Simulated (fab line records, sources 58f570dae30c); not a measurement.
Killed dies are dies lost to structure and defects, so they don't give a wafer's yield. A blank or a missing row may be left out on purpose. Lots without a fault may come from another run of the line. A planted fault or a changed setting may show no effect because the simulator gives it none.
Which tool did it? | flow berkeley_cmos170 | 15 lots, 45 wafers sampled, at 5 steps of a route of 331

WHAT THE GAUGES READ, wafer by wafer
UCB170_PWELL_THK_MEAS_06.
lot  | measured    | on            | PWELL_NITRIDE_THK (nm)
L472 | day 2 20:01 | film_metro-04 | 223.1 223.0 223.0
L473 | day 3 00:02 | film_metro-02 | 218.6 216.0 216.7
L475 | day 3 12:43 | film_metro-03 | 225.5 224.1 223.0
L477 | day 3 19:44 | film_metro-04 | 219.7 221.0 222.6
L479 | day 4 12:34 | film_metro-03 | 224.0 224.8 223.9
L480 | day 4 16:53 | film_metro-02 | 219.7 220.9 220.3
L481 | day 4 20:40 | film_metro-02 | 219.6 219.5 221.2
L482 | day 5 00:04 | film_metro-03 | 218.6 217.9 219.4
L484 | day 5 08:03 | film_metro-03 | 219.5 220.1 218.2
L487 | day 5 21:00 | film_metro-04 | 219.9 220.0 219.2
L488 | day 6 09:26 | film_metro-04 | 219.8 219.2 220.3
L490 | day 6 20:35 | film_metro-03 | 222.4 221.8 221.2
L492 | day 7 05:02 | film_metro-02 | 220.2 221.1 222.7
L494 | day 7 14:52 | film_metro-02 | 220.5 219.3 220.3
L493 | day 7 14:53 | film_metro-03 | 219.7 219.9 219.6

UCB170_ACTIVE_OVL_MEAS_14.
lot  | measured    | on         | ACTIVE_OVL (nm)
L472 | day 4 01:28 | overlay-01 | -3 5 -1
L473 | day 4 01:11 | overlay-02 | 6 1 -2
L475 | day 4 15:00 | overlay-01 | -4 -4 -2
L477 | day 5 00:41 | overlay-02 | 3 11 9
L479 | day 5 13:44 | overlay-01 | -6 -2 -5
L480 | day 5 17:59 | overlay-02 | 0 1 3
L481 | day 6 00:07 | overlay-02 | -6 -4 -1
L482 | day 6 08:32 | overlay-01 | 1 2 -1
L484 | day 6 17:36 | overlay-01 | 3 -1 2
L487 | day 7 04:56 | overlay-01 | -10 -2 -1
L488 | day 7 16:24 | overlay-01 | -11 -13 -3
L490 | day 8 01:01 | overlay-01 | 4 12 2
L492 | day 8 17:14 | overlay-01 | 11 16 12
L494 | day 9 00:23 | overlay-01 | -6 -2 -10
L493 | day 9 00:56 | overlay-01 | 6 17 3

UCB170_FIELD_THK_MEAS_90.
lot  | measured    | on            | FIELD_OXIDE_LEFT_1_THK (nm)
L472 | day 4 17:19 | film_metro-03 | 453 450 455
L473 | day 4 17:20 | film_metro-02 | 455 458 467
L475 | day 5 06:16 | film_metro-03 | 451 448 445
L477 | day 5 18:24 | film_metro-02 | 447 460 451
L479 | day 6 04:08 | film_metro-02 | 452 453 451
L480 | day 6 13:07 | film_metro-02 | 509 516 509
L481 | day 6 19:34 | film_metro-03 | 479 483 493
L482 | day 6 23:22 | film_metro-03 | 475 491 495
L484 | day 7 11:34 | film_metro-04 | 434 444 434
L487 | day 7 21:26 | film_metro-04 | 447 451 450
L488 | day 8 12:01 | film_metro-04 | 436 432 428
L490 | day 8 21:36 | film_metro-02 | 442 442 449
L492 | day 9 14:28 | film_metro-04 | 441 444 436
L494 | day 9 21:19 | film_metro-04 | 441 437 446
L493 | day 9 21:18 | film_metro-03 | 438 426 428

UCB170_FIELD_THK_MEAS_91.
lot  | measured     | on            | FIELD_OXIDE_LEFT_2_THK (nm)
L472 | day 5 05:58  | film_metro-03 | 366 363 367
L473 | day 5 05:59  | film_metro-02 | 366 369 378
L475 | day 5 21:44  | film_metro-03 | 361 358 356
L477 | day 6 16:15  | film_metro-03 | 359 373 363
L479 | day 6 23:02  | film_metro-02 | 364 365 363
L480 | day 7 07:01  | film_metro-02 | 420 428 421
L481 | day 7 14:27  | film_metro-02 | 391 396 406
L482 | day 7 17:06  | film_metro-02 | 387 402 407
L484 | day 8 04:22  | film_metro-04 | 345 356 345
L487 | day 8 23:03  | film_metro-03 | 358 362 361
L488 | day 9 08:10  | film_metro-04 | 348 344 340
L490 | day 9 11:37  | film_metro-02 | 356 355 363
L492 | day 10 05:27 | film_metro-04 | 353 356 348
L494 | day 10 09:23 | film_metro-04 | 352 349 357
L493 | day 10 09:21 | film_metro-03 | 348 338 340

WHICH TOOL RAN EACH LOT (tool, then ch and the chambers of the sampled wafers, then the start)
lot  | UCB170_FIELD_WET_ETCH_06
L472 | wet_bench-02 ch 3, day 4 17:18
L473 | wet_bench-02 ch 0, day 4 17:18
L475 | wet_bench-04 ch 1, day 5 06:15
L477 | wet_bench-01 ch 2, day 5 18:23
L479 | wet_bench-02 ch 2, day 6 04:05
L480 | wet_bench-01 ch 3, day 6 13:06
L481 | wet_bench-02 ch 3, day 6 19:32
L482 | wet_bench-01 ch 0, day 6 23:21
L484 | wet_bench-01 ch 3, day 7 11:33
L487 | wet_bench-01 ch 1, day 7 21:25
L488 | wet_bench-04 ch 3, day 8 12:00
L490 | wet_bench-01 ch 2, day 8 21:34
L492 | wet_bench-01 ch 3, day 9 14:26
L494 | wet_bench-02 ch 1, day 9 21:17
L493 | wet_bench-02 ch 3, day 9 21:17
- UCB170_FIELD_WET_ETCH_06: etches SiO2 in BOE, time 22 s.

WHAT THE TOOLS THEMSELVES READ (means of the sampled wafers that have a number; where no wafer has one, the mark that the record gives instead)
UCB170_FIELD_WET_ETCH_06.
lot  | tool         | bath_heat_duty_pct (%) | run_length_s (s)
L472 | wet_bench-02 | 6.5                    | 49.0
L473 | wet_bench-02 | 6.1                    | 48.6
L475 | wet_bench-04 | 6.9                    | 48.7
L477 | wet_bench-01 | 5.3                    | 50.0
L479 | wet_bench-02 | 7.1                    | 49.2
L480 | wet_bench-01 | -                      | -
L481 | wet_bench-02 | -                      | -
L482 | wet_bench-01 | -                      | -
L484 | wet_bench-01 | 5.9                    | 49.3
L487 | wet_bench-01 | 6.4                    | 53.7
L488 | wet_bench-04 | 6.4                    | 50.3
L490 | wet_bench-01 | 5.2                    | 49.9
L492 | wet_bench-01 | 6.4                    | 49.2
L494 | wet_bench-02 | 6.5                    | 50.2
L493 | wet_bench-02 | 6.3                    | 49.3

THE ANSWER, worked out from the rows above alone
Rule: what is usual is taken from the lots themselves. Put in order of their means at a reading, lots are off if they are a third of the lots or fewer, leave a main group of 4 or more, and stand apart from it by a gap of 3 or more times the standard deviation of the main group's means; of several such gaps the widest counts. A main group whose means are all the same, to the digits that the tables above print for the reading, isn't used. A lot without any number at a reading at which 4 lots or more have one is off too. The other lots that the step has rows for count as sound. The gauges are gone through in route order, then the tools' own readings, and for those a lot's mean is taken as printed above. The first step at which some lot is off is used, and at that step the reading that is off furthest; a lot without a number counts as furthest.
Off: L480, L481, L482, at UCB170_FIELD_THK_MEAS_91 (FIELD_OXIDE_LEFT_2_THK). The main group: mean 357 nm, standard deviation 8.6.
A tool fits if, at a process step before that reading, it ran every lot that is off, and no sound lot after the first of them. The gauges at UCB170_FIELD_THK_MEAS_91 aren't tried: what is off there is off at UCB170_FIELD_WET_ETCH_06 too, on other tools, and a gauge's error can't cause that. None of those tried fits.

WHAT THE SIMULATOR HAD PUT IN
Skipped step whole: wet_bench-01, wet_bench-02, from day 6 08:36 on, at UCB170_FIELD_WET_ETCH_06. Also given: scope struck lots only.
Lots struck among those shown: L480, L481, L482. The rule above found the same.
